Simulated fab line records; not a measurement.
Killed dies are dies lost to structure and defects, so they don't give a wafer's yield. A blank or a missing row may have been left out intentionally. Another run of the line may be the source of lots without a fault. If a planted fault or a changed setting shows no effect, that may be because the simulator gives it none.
The tool behind it: which one? || flow rit_cmos || 42 wafers from 14 lots sampled at 2 of the route's 202 steps

## WHAT EACH GAUGE READ, for each wafer
No reading from a measuring or inspecting step in the record can be judged against a usual standard deviation.

## EACH LOT AND THE TOOL THAT RAN IT (in order: tool; ch and the chambers of the sampled wafers; start)
{"lot": "L725", "RIT_PLDD_IMPLANT_08": "implanter-02 ch 0, day 3 12:18", "RIT_M1_PROBE_99": "-"}
{"lot": "L726", "RIT_PLDD_IMPLANT_08": "implanter-01 ch 0, day 3 19:20", "RIT_M1_PROBE_99": "-"}
{"lot": "L727", "RIT_PLDD_IMPLANT_08": "implanter-03 ch 0, day 4 02:10", "RIT_M1_PROBE_99": "-"}
{"lot": "L731", "RIT_PLDD_IMPLANT_08": "implanter-02 ch 0, day 4 17:33", "RIT_M1_PROBE_99": "prober-01, day 5 07:20"}
{"lot": "L732", "RIT_PLDD_IMPLANT_08": "implanter-01 ch 0, day 5 08:13", "RIT_M1_PROBE_99": "-"}
{"lot": "L736", "RIT_PLDD_IMPLANT_08": "implanter-01 ch 0, day 5 23:05", "RIT_M1_PROBE_99": "-"}
{"lot": "L738", "RIT_PLDD_IMPLANT_08": "implanter-01 ch 0, day 6 06:38", "RIT_M1_PROBE_99": "-"}
{"lot": "L739", "RIT_PLDD_IMPLANT_08": "implanter-02 ch 0, day 6 14:15", "RIT_M1_PROBE_99": "-"}
{"lot": "L741", "RIT_PLDD_IMPLANT_08": "implanter-02 ch 0, day 6 20:03", "RIT_M1_PROBE_99": "-"}
{"lot": "L742", "RIT_PLDD_IMPLANT_08": "implanter-02 ch 0, day 6 23:07", "RIT_M1_PROBE_99": "-"}
{"lot": "L743", "RIT_PLDD_IMPLANT_08": "implanter-03 ch 0, day 7 04:57", "RIT_M1_PROBE_99": "-"}
{"lot": "L744", "RIT_PLDD_IMPLANT_08": "implanter-02 ch 0, day 7 10:21", "RIT_M1_PROBE_99": "-"}
{"lot": "L746", "RIT_PLDD_IMPLANT_08": "implanter-03 ch 0, day 7 15:51", "RIT_M1_PROBE_99": "-"}
{"lot": "L745", "RIT_PLDD_IMPLANT_08": "implanter-03 ch 0, day 19 02:46", "RIT_M1_PROBE_99": "-"}
- RIT_PLDD_IMPLANT_08
- RIT_M1_PROBE_99

## WHAT THE TOOLS THEMSELVES READ (means of the sampled wafers that have a number; where no wafer has one, the mark that the record gives instead)
RIT_PLDD_IMPLANT_08.
{"lot": "L725", "tool": "implanter-02", "beam_energy_keV": 20.014, "beam_on_s (s)": 10.08, "tilt_deg (degrees)": 7.018}
{"lot": "L726", "tool": "implanter-01", "beam_energy_keV": 19.994, "beam_on_s (s)": 10.00, "tilt_deg (degrees)": 6.976}
{"lot": "L727", "tool": "implanter-03", "beam_energy_keV": 20.006, "beam_on_s (s)": 9.85, "tilt_deg (degrees)": 7.040}
{"lot": "L731", "tool": "implanter-02", "beam_energy_keV": 19.999, "beam_on_s (s)": 10.03, "tilt_deg (degrees)": 6.994}
{"lot": "L732", "tool": "implanter-01", "beam_energy_keV": 20.005, "beam_on_s (s)": 9.99, "tilt_deg (degrees)": 7.005}
{"lot": "L736", "tool": "implanter-01", "beam_energy_keV": 20.188, "beam_on_s (s)": 10.14, "tilt_deg (degrees)": 7.010}
{"lot": "L738", "tool": "implanter-01", "beam_energy_keV": 20.184, "beam_on_s (s)": 9.83, "tilt_deg (degrees)": 6.997}
{"lot": "L739", "tool": "implanter-02", "beam_energy_keV": 19.996, "beam_on_s (s)": 10.01, "tilt_deg (degrees)": 6.994}
{"lot": "L741", "tool": "implanter-02", "beam_energy_keV": 20.003, "beam_on_s (s)": 10.05, "tilt_deg (degrees)": 6.995}
{"lot": "L742", "tool": "implanter-02", "beam_energy_keV": 20.000, "beam_on_s (s)": 9.94, "tilt_deg (degrees)": 7.002}
{"lot": "L743", "tool": "implanter-03", "beam_energy_keV": 19.997, "beam_on_s (s)": 10.17, "tilt_deg (degrees)": 6.998}
{"lot": "L744", "tool": "implanter-02", "beam_energy_keV": 19.994, "beam_on_s (s)": 10.02, "tilt_deg (degrees)": 7.014}
{"lot": "L746", "tool": "implanter-03", "beam_energy_keV": 19.997, "beam_on_s (s)": 10.02, "tilt_deg (degrees)": 6.989}
{"lot": "L745", "tool": "implanter-03", "beam_energy_keV": 20.003, "beam_on_s (s)": 10.14, "tilt_deg (degrees)": 6.993}

RIT_M1_PROBE_99.
{"lot": "L731", "tool": "prober-01", "killed_at_contacts": 0.0, "killed_at_front_end": 8, "killed_dies": 8, "killed_open": 3.3, "killed_short": 4.3}

## THE ANSWER, worked out from the rows above alone
Rule: the usual values come from the lots themselves. Put in order of their means at a reading, lots are off if they are a third of the lots or fewer, leave a main group of 4 or more, and stand apart from it by a gap of 3 or more times the standard deviation of the main group's means; of several such gaps the widest counts. The tables above print the reading to a certain number of digits; a main group whose means all agree to those digits is not used. Also off: a lot with no number at a reading for which 4 or more lots have one. Where the step has rows for the other lots, those lots are counted as sound. The gauges are gone through in route order, then the tools' own readings, and for those a lot's mean is taken as printed above. At the first step where some lot is off, the reading lying furthest off is the one used; lots without a number count as furthest.
Off: L736, L738 (RIT_PLDD_IMPLANT_08, beam_energy_keV). Main group: mean 20.001, sd 0.0056.
If a tool, at that step or one of the process steps before it, ran each lot that is off and ran no sound lot following the first of them, it fits. One fits: RIT_PLDD_IMPLANT_08 on implanter-01. Its last sound lot is L732 (day 5 08:13), its first lot that is off L736 (day 5 23:05): a fault that began between those two fits.
The tool's own readings at RIT_PLDD_IMPLANT_08 bear it out: on the lots that are off they differ by more than 5 times the standard deviation of the sound lots' means. beam_energy_keV reads 20.186 there against 20.001 on the sound lots.

## WHAT THE SIMULATOR PUT IN
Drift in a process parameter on implanter-01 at RIT_PLDD_IMPLANT_08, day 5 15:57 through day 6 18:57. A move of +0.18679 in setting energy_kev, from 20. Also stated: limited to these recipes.
Struck lots among those shown: L736, L738. The rule above found the same.
